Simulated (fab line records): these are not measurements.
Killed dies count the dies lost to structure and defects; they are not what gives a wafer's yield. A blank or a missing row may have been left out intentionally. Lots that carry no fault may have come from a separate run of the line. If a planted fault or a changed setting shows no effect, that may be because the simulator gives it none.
One fault through the eyes of 2 desks -- flow berkeleyCmos170 -- every desk sees just its own numbers, and what lay behind them comes last

== THE METROLOGY DESK ==
Means of the sampled wafers that have a number, per lot and without regard to the tool the lot ran on: this is what the gauges read. The brackets show how far a lot's mean lies from the usual mean; more than 4 standard deviations puts the lot out of limits, marked OUT.
Columns: A = M1_AL_RS at UCB170_M1_RS_MEAS_01, usual 0.0485 ohm/sq; B = M1_AL_THK at UCB170_M1_THK_MEAS_02, usual 603 nm; C = M3_AL_RS at UCB170_M3_RS_MEAS_02, usual 0.03214 ohm/sq; D = cdNm at UCB170_M3_CD_MEAS_15, usual 700.3 nm
lot,first seen here,A,B,C,D
L966,day 7 23:23,0.0485,596,0.03244,700.1
L969,day 8 01:24,0.0476,613,0.03210,702.7
L967,day 8 04:13,0.0482,606,0.03209,698.5
L973,day 9 03:31,0.0477,613,0.03220,700.6
L972,day 9 03:59,0.0487,602,0.03202,700.0
L975,day 9 14:35,0.0485,605,0.03207,701.5
L977,day 10 02:05,0.0492,597,0.03219,700.3
L979,day 10 14:28,0.0484,604,0.03189,698.7
L978,day 10 14:51,0.0482,609,0.03217,700.7
L984,day 11 12:41,0.0498,589,0.03235,699.7
L986,day 11 19:17,0.0487,599,0.03208,701.0
L987,day 12 11:53,0.0486,603,0.03187,699.2
L989,day 12 22:40,0.0484,599,0.03199,701.8
Result from this desk: across the 13 lots, nothing is out of limits.

== FOR THE TOOL OWNER'S DESK: pvdSputter-04 ==
The tool's own readings at UCB170_M1_SPUTTER_00 (material Al, target thk 600 nm, time 80 s): means of the sampled wafers that have a number, for each lot that ran on this tool. The brackets show how far a lot's mean lies from the usual mean; more than 4 standard deviations puts the lot out of limits, marked OUT.
Columns: A = throttleValvePct at UCB170_M1_SPUTTER_00, usual 29.4 %
lot,first seen here,A
L966,day 7 23:17,29.6
L967,day 8 04:09,29.9
L973,day 9 03:26,29.8
L975,day 9 14:31,29.8
L978,day 10 14:46,29.2
L984,day 11 12:38,29.5
Result from this desk: across the 6 lots, nothing is out of limits.

== TAKEN TOGETHER ==
At the metrology desk, nothing out of limits was observed.
The desk of the tool owner found nothing out of limits.

== WHAT THE SIMULATOR HAD INSERTED ==
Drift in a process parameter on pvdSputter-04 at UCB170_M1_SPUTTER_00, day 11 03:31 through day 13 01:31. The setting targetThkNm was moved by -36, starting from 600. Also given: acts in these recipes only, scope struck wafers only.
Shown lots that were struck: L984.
